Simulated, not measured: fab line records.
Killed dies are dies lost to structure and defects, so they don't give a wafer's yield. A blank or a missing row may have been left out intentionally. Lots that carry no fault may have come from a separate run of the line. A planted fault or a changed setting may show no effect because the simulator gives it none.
Split-lot trial | flow rit-cmos | 23 wafers read across 5 lots, on a route 202 steps long

## SPLIT DETAILS
At RIT_PWELL_SOFTBAKE_02 (time 60 s), the setting temp-c was moved away from the recipe's 90 C on 12 of the 23 wafers read, by -1.4% to +3.4%. This setting was run at the recipe's value on the other wafers.

## FROM THE SPLIT TO THE READING: what the file shows between them, 2 steps
- RIT_PWELL_EXPOSE_03: exposes mask M3, target cd 43700 nm
- RIT_PWELL_PEB_04

## THE READING
NOVOLAK_of_PWELL_COAT_01.thk-nm (the simulator's own value, which no gauge read), in nm, at RIT_PWELL_DEVELOP_05 (develop time 68 s). The file does not state a usual value for it. The 11 wafers here that ran the recipe average 1301 nm, standard deviation 3.3 nm.

wafer  | tool, chamber at the split | temp-c as run, C | against the recipe | NOVOLAK_of_PWELL_COAT_01.thk-nm, nm | against lot-mates on the recipe
L077.1 | litho-track-03, 0          | 90               | recipe             | 1297                                | -
L077.4 | litho-track-03, 0          | 90               | recipe             | 1303                                | -
L077.6 | litho-track-03, 0          | 90               | recipe             | 1301                                | -
L078.2 | litho-track-04, 0          | 90               | recipe             | 1302                                | -
L078.3 | litho-track-04, 0          | 91.27            | +1.4%              | 1300                                | -3
L078.4 | litho-track-04, 0          | 90               | recipe             | 1304                                | -
L078.5 | litho-track-04, 0          | 91.27            | +1.4%              | 1295                                | -8
L078.6 | litho-track-04, 0          | 91.27            | +1.4%              | 1296                                | -7
L080.2 | litho-track-01, 0          | 90               | recipe             | 1307                                | -
L080.3 | litho-track-01, 0          | 90               | recipe             | 1302                                | -
L080.4 | litho-track-01, 0          | 92.39            | +2.7%              | 1297                                | -8
L080.5 | litho-track-01, 0          | 92.39            | +2.7%              | 1295                                | -10
L080.6 | litho-track-01, 0          | 92.39            | +2.7%              | 1296                                | -8
L081.1 | litho-track-04, 0          | 93.1             | +3.4%              | 1289                                | -9
L081.2 | litho-track-04, 0          | 93.1             | +3.4%              | 1287                                | -11
L081.3 | litho-track-04, 0          | 90               | recipe             | 1297                                | -
L081.4 | litho-track-04, 0          | 90               | recipe             | 1299                                | -
L081.5 | litho-track-04, 0          | 93.1             | +3.4%              | 1286                                | -12
L083.1 | litho-track-03, 0          | 88.76            | -1.4%              | 1305                                | +7
L083.2 | litho-track-03, 0          | 88.76            | -1.4%              | 1305                                | +7
L083.3 | litho-track-03, 0          | 90               | recipe             | 1295                                | -
L083.4 | litho-track-03, 0          | 90               | recipe             | 1301                                | -
L083.5 | litho-track-03, 0          | 88.76            | -1.4%              | 1302                                | +4

FIT RESULTS
A straight line over all 23 wafers: NOVOLAK_of_PWELL_COAT_01.thk-nm changes by -2.99 nm for each +1% of temp-c; r = -0.83; the points scatter about the line by 3.2 nm.
The same after taking each lot's own level away (the mean of its wafers on the recipe; 23 wafers): -3.39 nm for each +1%; r = -0.93; scatter 2.1 nm.
The reading moves by 12 nm for the largest change in temp-c, on that fit.
Measured against the standard deviation above, the lots' own levels, which go from 1298.0 to 1304.5 nm, span 2.0 times it.
Thus the slope moves with the lot-to-lot level: the two fits are different.
Check: for one of the wafers moved furthest among these (+3.4%), held out of the fit, the line's prediction against its lot-mates is -12 nm. It came out at -9 nm against them.

## THE OTHER SPLITS THESE WAFERS WENT THROUGH
These wafers also went through other splits before the reading. Each is held against what the fit with the lots' levels taken away leaves over:
other split on the same wafers      | wafers away from the commonest value | r with NOVOLAK_of_PWELL_COAT_01.thk-nm (lot level and that fit taken away)
RIT_ACTIVE_CVD_03 sih2cl2-flow-sccm | 18                                   | +0.02
RIT_NWELL_COAT_01 spin-rpm          | 9                                    | -0.26
RIT_NWELL_IMPLANT_08 dose-cm2       | 6                                    | -0.43

## THE WHOLE CHAIN: every reading that the file lists as answering this split, in the file's order
step                  | what it does      | reading                                                                          | change (the file's fit)              | r (the file's)
RIT_PWELL_SOFTBAKE_02 | time 60 s         | NOVOLAK_of_PWELL_COAT_01.thk-nm (the simulator's own value, which no gauge read) | -3.01 nm for each +1% of the setting | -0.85
RIT_PWELL_DEVELOP_05  | develop time 68 s | NOVOLAK_of_PWELL_COAT_01.thk-nm (the simulator's own value, which no gauge read) | -3.27 nm for each +1% of the setting | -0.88

## THE FILE'S OWN FIT
NOVOLAK_of_PWELL_COAT_01.thk-nm changes by -3.27 nm for each +1% of temp-c, r = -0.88.
